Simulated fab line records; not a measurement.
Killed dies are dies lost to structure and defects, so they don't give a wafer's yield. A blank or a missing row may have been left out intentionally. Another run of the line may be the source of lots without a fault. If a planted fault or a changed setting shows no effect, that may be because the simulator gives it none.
Matching of chambers    flow berkeley_cmos170    UCB170_PSD_CLEAN_11 on wet_bench-01: 3 sister chambers
The step cleans in SPM, time 600 s. 6 wafers are shown with their chamber, then 4 later ones without.

## WAFERS WITH THEIR CHAMBER
wafer   chamber  bath_guard_temp_C (C)  bath_heat_duty_pct (%)
L430.2  3        119.6                  11.0
L430.3  3        119.7                  12.6
L441.2  1        120.3                  12.9
L441.6  1        120.2                  13.0
L445.2  2        119.4                  12.4
L445.3  2        119.7                  11.3

## WAFERS WHOSE CHAMBER IS MISSING
wafer   bath_guard_temp_C (C)  bath_heat_duty_pct (%)
L445.5  119.7                  10.9
L447.1  120.1                  12.8
L447.4  120.4                  13.3
L447.6  120.1                  12.8

## CHAMBER TAKEN BY EACH
wafer   from the rows above      in truth
L445.5  can't be placed: 3 or 2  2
L447.1  1                        1
L447.4  1                        1
L447.6  1                        1
3 of 4 placed correctly. These rows do not allow placing 1 (true chamber among the candidates in 1). 0 placed wrongly.
How it was worked out, from the rows above alone: a wafer's distance from a chamber is the root of the sum, over the readings, of the square of ((its reading less the chamber's mean) divided by the reading's scatter). The wafer belongs to the nearest chamber; if the next one is less than 2 further off, it can't be placed. A chamber's mean is the mean of its shown wafers. The scatter is the square root of a quotient: the sum, over the shown wafers, of each reading's squared deviation from its chamber's mean, divided by wafers minus chambers.
